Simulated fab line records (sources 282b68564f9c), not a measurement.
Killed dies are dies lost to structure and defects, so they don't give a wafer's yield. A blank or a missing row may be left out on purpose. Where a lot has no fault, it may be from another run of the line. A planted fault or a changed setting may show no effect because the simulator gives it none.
A struck lot beside a sound one    flow rit_cmos    14 steps out of a route of 202
Sound: the wafers L841.2, L841.4, L841.5. The struck wafers were L835.1, L835.4, L835.6. Last of all comes the cause.
Per side, at each step with rows, come the tool, then ch with its chambers, and then its first start. Under that, the readings that differ: sound wafers    struck wafers    difference of the means    sigmas: that difference in standard deviations of wafers without a fault.
alike: readings with means less than 2 such deviations apart, plus words and numbers identical on both sides. not compared: withheld readings, readings lacking a value on some wafer, bounds such as >300 that could conceal the same value, and numbers that have no deviation in the record and whose values overlap.
Wherever a step has rows on one side only, a row that says differs or no value, or a row with sigmas, the two part there. Numbers that don't overlap but have no deviation are shown without sigmas and don't part them. Lack of a reading on every wafer of one side parts them only where that side has two or more wafers.

first, 1 step without rows for these wafers: RIT_PLDD_IMPLANT_08.
RIT_PLDD_STRIP_09: strips in O2, time 180 s.
  sound on plasma_asher-04 ch 0,1, day 6 23:05; struck on plasma_asher-01 ch 0,1, day 5 22:31
  alike: drypump_motor_current_A
  not compared: rf_hours_counter_h
RIT_PLDD_TW_MEAS_10:
  sound: film_metro-02 at day 6 23:16; struck: film_metro-03 at day 5 22:41
  alike: PLDD_TW
then, 4 steps without rows for these wafers: RIT_SPACER_CLEAN_00 (cleans in SC1, time 600 s); RIT_SPACER_CLEAN_01 (cleans in dHF, time 30 s); RIT_SPACER_CLEAN_02 (cleans in SC2, time 600 s); RIT_SPACER_CVD_03 (deposits Si3N4 from SiH2Cl2/NH3, target thk 250 nm, time 3300 s).
RIT_SPACER_THK_MEAS_04:
  sound: film_metro-04 at day 7 03:07; struck: film_metro-04 at day 6 01:02
  alike: SPACER_NITRIDE_THK
RIT_SPACER_ETCHBACK_05: etches Si3N4 in SF6/CHF3, stops on SiO2, target depth 250 nm, time 240 s.
  sound on rie_diel-03 ch 1,2, day 7 03:10; struck on rie_diel-01 ch 1,3, day 6 01:05
  alike: CHF3_flow_sccm, drypump_motor_current_A, oes_product_au, throttle_valve_pct
  not compared: rf_hours_counter_h
then, 3 steps without rows for these wafers: RIT_NSD_HMDS_00 (prime time 60 s); RIT_NSD_COAT_01 (resist thk 1000 nm); RIT_NSD_SOFTBAKE_02 (time 60 s).
RIT_NSD_EXPOSE_03: exposes mask M9, target cd 40700 nm.
  struck on iline_stepper-01, day 6 01:41; sound on iline_stepper-02 ch 0, day 7 03:47
  no value came back on the struck wafers for exposure_dose_mJ_cm2, focus_offset_nm (nm); on the sound wafers exposure_dose_mJ_cm2 reads 249.58 249.34 249.49
  alike: mask
next, for these wafers, 1 step has no rows: RIT_NSD_PEB_04.

== WHERE THEY PART ==
Within this record, at RIT_NSD_EXPOSE_03 only.

WHY: what the simulator had put in
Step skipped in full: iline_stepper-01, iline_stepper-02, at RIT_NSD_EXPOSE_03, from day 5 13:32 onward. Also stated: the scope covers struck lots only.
